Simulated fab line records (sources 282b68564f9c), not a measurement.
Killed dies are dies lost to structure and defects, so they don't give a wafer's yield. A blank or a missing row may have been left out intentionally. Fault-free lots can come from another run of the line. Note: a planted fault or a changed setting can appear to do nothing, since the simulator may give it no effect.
One fault through the eyes of 2 desks || flow rit cmos || each desk holds nothing but its own numbers, with what lay behind them at the end

## THE METROLOGY DESK
Means of the sampled wafers that have a number, per lot and without regard to the tool the lot ran on: this is what the gauges read. Any lot whose mean is over 4 standard deviations away from the usual mean is out of limits and marked OUT; that distance is given in the brackets.
Columns: A = PRETRO_TW at RIT_PRETRO_TW_MEAS_10, usual 475
{"lot": "L489", "first seen here": "day 2 08:00", "A": 472}
{"lot": "L490", "first seen here": "day 2 12:01", "A": 473}
{"lot": "L491", "first seen here": "day 2 17:19", "A": 484}
{"lot": "L492", "first seen here": "day 3 00:04", "A": 471}
{"lot": "L493", "first seen here": "day 3 05:23", "A": 481}
{"lot": "L494", "first seen here": "day 3 09:52", "A": 473}
{"lot": "L497", "first seen here": "day 4 01:11", "A": 473}
{"lot": "L498", "first seen here": "day 4 04:18", "A": 484}
{"lot": "L499", "first seen here": "day 4 09:55", "A": 473}
{"lot": "L500", "first seen here": "day 4 16:11", "A": 483}
{"lot": "L504", "first seen here": "day 5 12:29", "A": "503 (+6.2) OUT"}
{"lot": "L505", "first seen here": "day 5 17:38", "A": "500 (+5.5) OUT"}
{"lot": "L506", "first seen here": "day 5 21:37", "A": 470}
{"lot": "L507", "first seen here": "day 6 01:01", "A": "500 (+5.6) OUT"}
{"lot": "L509", "first seen here": "day 6 12:05", "A": 476}
This desk finds L504, L505, L507 out of limits, with the earliest case on L504 at day 5 12:29 (PRETRO_TW at RIT_PRETRO_TW_MEAS_10). L489, L490, L491, L492, L493, L494, L497, L498, L499, L500, L506, L509: within limits.

## AT THE TOOL OWNER'S DESK: implanter-02
RIT_PRETRO_IMPLANT_08, tool's own readings: per-lot mean of the sampled wafers with a number, covering each lot this tool ran. Any lot whose mean is over 4 standard deviations away from the usual mean is out of limits and marked OUT; that distance is given in the brackets.
Columns: A = beam on s at RIT_PRETRO_IMPLANT_08, usual 9.98 s; B = end station pressure torr at RIT_PRETRO_IMPLANT_08, usual 5e-06 Torr; C = faraday current uA at RIT_PRETRO_IMPLANT_08, usual 38.2
{"lot": "L493", "first seen here": "day 3 05:04", "A": 9.94, "B": 6e-06, "C": 38.3}
{"lot": "L497", "first seen here": "day 4 00:53", "A": 10.11, "B": 5e-06, "C": 37.7}
{"lot": "L500", "first seen here": "day 4 15:53", "A": 9.95, "B": 5e-06, "C": 38.2}
{"lot": "L504", "first seen here": "day 5 12:10", "A": "12.07 (+10) OUT", "B": "1e-04 (+99 or more) OUT", "C": "31.9 (-8.2) OUT"}
{"lot": "L505", "first seen here": "day 5 17:19", "A": "12.08 (+10) OUT", "B": "1e-04 (+99 or more) OUT", "C": "31.8 (-8.3) OUT"}
{"lot": "L507", "first seen here": "day 6 00:41", "A": "11.97 (+10) OUT", "B": "1e-04 (+99 or more) OUT", "C": "32.1 (-7.9) OUT"}
This desk's finding: out of limits on L504, L505, L507; first on L504, day 5 12:10 (beam on s at RIT_PRETRO_IMPLANT_08). L493, L497, L500: within limits.

## TAKEN TOGETHER
The tool owner's desk could have raised an alarm at day 5 12:10, on L504, L505, L507.
L504, L505, L507 would have let the metrology desk raise an alarm at day 5 12:29.
RIT_PRETRO_IMPLANT_08 was run on implanter-02 by each of the lots named.

## WHAT WAS PUT IN BY THE SIMULATOR
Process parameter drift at RIT_PRETRO_IMPLANT_08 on implanter-02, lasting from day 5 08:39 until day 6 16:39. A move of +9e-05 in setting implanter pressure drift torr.
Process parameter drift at RIT_PRETRO_IMPLANT_08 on implanter-02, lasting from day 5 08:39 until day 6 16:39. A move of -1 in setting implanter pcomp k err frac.
Shown lots that were struck: L504, L505, L507.
Delay (hours) between the fault's onset and each desk's first out-of-limits reading: 4 at the tool owner's desk, 4 at the metrology desk.
